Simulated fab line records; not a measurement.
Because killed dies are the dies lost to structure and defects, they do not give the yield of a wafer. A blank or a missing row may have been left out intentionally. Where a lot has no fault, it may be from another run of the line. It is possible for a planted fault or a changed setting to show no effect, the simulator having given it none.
Split-lot experiment + flow rit_cmos + on a route of 202 steps: 5 lots, 23 wafers read

== THE SPLIT ==
At RIT_ACTIVE_DEVELOP_10 (develop time 50 s), the setting develop_time_s was moved away from the recipe's 50 s on 10 of the 23 wafers read, by -8.6% to +11.0%. For the rest of the wafers, this setting stayed at what the recipe calls for.

== FROM THE SPLIT TO THE READING: what the file shows between them, 4 steps ==
- RIT_ACTIVE_CD_MEAS_11: target cd 1400 nm
- RIT_ACTIVE_HARDBAKE_12: time 60 s
- RIT_ACTIVE_ETCH_13: etches Si3N4 in SF6, stops on SiO2, time 210 s, target depth 210 nm
- RIT_ACTIVE_STRIP_14: strips in O2, time 180 s

== THE READING ==
Shown in nm: cd_nm at RIT_ACTIVE_CD_MEAS_90, with target cd 1400 nm. Typical for fault-free wafers on this fab line: 1400.8 nm, with standard deviation 1.7 nm.

| wafer  | tool, chamber at the split | develop_time_s as run, s | against the recipe | cd_nm, nm | against lot-mates on the recipe |
|--------|----------------------------|--------------------------|--------------------|-----------|---------------------------------|
| L074.1 | litho_track-04, 0          | 55.52                    | +11.0%             | 1392.6    | -10.1                           |
| L074.2 | litho_track-04, 0          | 55.52                    | +11.0%             | 1392.2    | -10.5                           |
| L074.3 | litho_track-04, 0          | 50                       | recipe             | 1403.8    | -                               |
| L074.4 | litho_track-04, 0          | 50                       | recipe             | 1401.9    | -                               |
| L074.5 | litho_track-04, 0          | 50                       | recipe             | 1402.5    | -                               |
| L078.1 | litho_track-04, 0          | 50                       | recipe             | 1399.7    | -                               |
| L078.3 | litho_track-04, 0          | 45.7                     | -8.6%              | 1410.3    | +9.8                            |
| L078.4 | litho_track-04, 0          | 50                       | recipe             | 1400.0    | -                               |
| L078.5 | litho_track-04, 0          | 50                       | recipe             | 1401.9    | -                               |
| L078.6 | litho_track-04, 0          | 45.7                     | -8.6%              | 1410.6    | +10.1                           |
| L079.1 | litho_track-01, 0          | 50                       | recipe             | 1401.8    | -                               |
| L079.2 | litho_track-01, 0          | 53.96                    | +7.9%              | 1394.0    | -7.3                            |
| L079.4 | litho_track-01, 0          | 50                       | recipe             | 1400.9    | -                               |
| L079.5 | litho_track-01, 0          | 53.96                    | +7.9%              | 1393.3    | -8.0                            |
| L079.6 | litho_track-01, 0          | 53.96                    | +7.9%              | 1393.0    | -8.3                            |
| L083.1 | litho_track-03, 0          | 45.82                    | -8.4%              | 1407.9    | +10.9                           |
| L083.2 | litho_track-03, 0          | 50                       | recipe             | 1396.4    | -                               |
| L083.3 | litho_track-03, 0          | 50                       | recipe             | 1397.6    | -                               |
| L083.4 | litho_track-03, 0          | 45.82                    | -8.4%              | 1409.2    | +12.2                           |
| L083.5 | litho_track-03, 0          | 45.82                    | -8.4%              | 1407.1    | +10.1                           |
| L084.2 | litho_track-01, 0          | 50                       | recipe             | 1399.1    | -                               |
| L084.4 | litho_track-01, 0          | 50                       | recipe             | 1400.3    | -                               |
| L084.6 | litho_track-01, 0          | 50                       | recipe             | 1401.0    | -                               |

THE FIT
A straight line over all 23 wafers: cd_nm changes by -0.898 nm for each +1% of develop_time_s; r = -0.95; the points scatter about the line by 1.8 nm.
The same after taking each lot's own level away (the mean of its wafers on the recipe; 23 wafers): -1.1 nm for each +1%; r = -0.99; scatter 1 nm.
Per that fit: largest develop_time_s move, reading shift of 12 nm.
From 1397.00 to 1402.73 nm: that is the span of the lots' own levels, equal to 3.4 times the standard deviation above.
So the lot-to-lot level changes the slope: the two fits differ.
Check: -11.9 nm against its lot-mates is what the line predicts for one of the wafers moved furthest among these (+11.0%) when that wafer is left out of the fit. It came out at -10.1 nm against them.

== OTHER SPLITS APPLIED TO THESE WAFERS ==
Other splits were also applied to these wafers ahead of the reading. Each is held against what the fit with the lots' levels taken away leaves over:
| other split on the same wafers | wafers away from the commonest value | r with cd_nm (lot level and that fit taken away) |
|--------------------------------|--------------------------------------|--------------------------------------------------|
| RIT_ACTIVE_CVD_03 time_s       | 5                                    | +0.31                                            |

== THE WHOLE CHAIN: every reading that the file lists as answering this split, in the file's order ==
| step                  | what it does                                                        | reading                                                       | change (the file's fit)              | r (the file's) |
|-----------------------|---------------------------------------------------------------------|---------------------------------------------------------------|--------------------------------------|----------------|
| RIT_ACTIVE_CD_MEAS_11 | target cd 1400 nm                                                   | cd_nm                                                         | -1.07 nm for each +1% of the setting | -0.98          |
| RIT_ACTIVE_ETCH_13    | etches Si3N4 in SF6, stops on SiO2, time 210 s, target depth 210 nm | ACTIVE.cd_nm (the simulator's own value, which no gauge read) | -1.04 nm for each +1% of the setting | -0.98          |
| RIT_ACTIVE_CD_MEAS_90 | target cd 1400 nm                                                   | cd_nm                                                         | -1.08 nm for each +1% of the setting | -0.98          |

== FILE'S OWN FIT ==
cd_nm changes by -1.08 nm for each +1% of develop_time_s, r = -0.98.
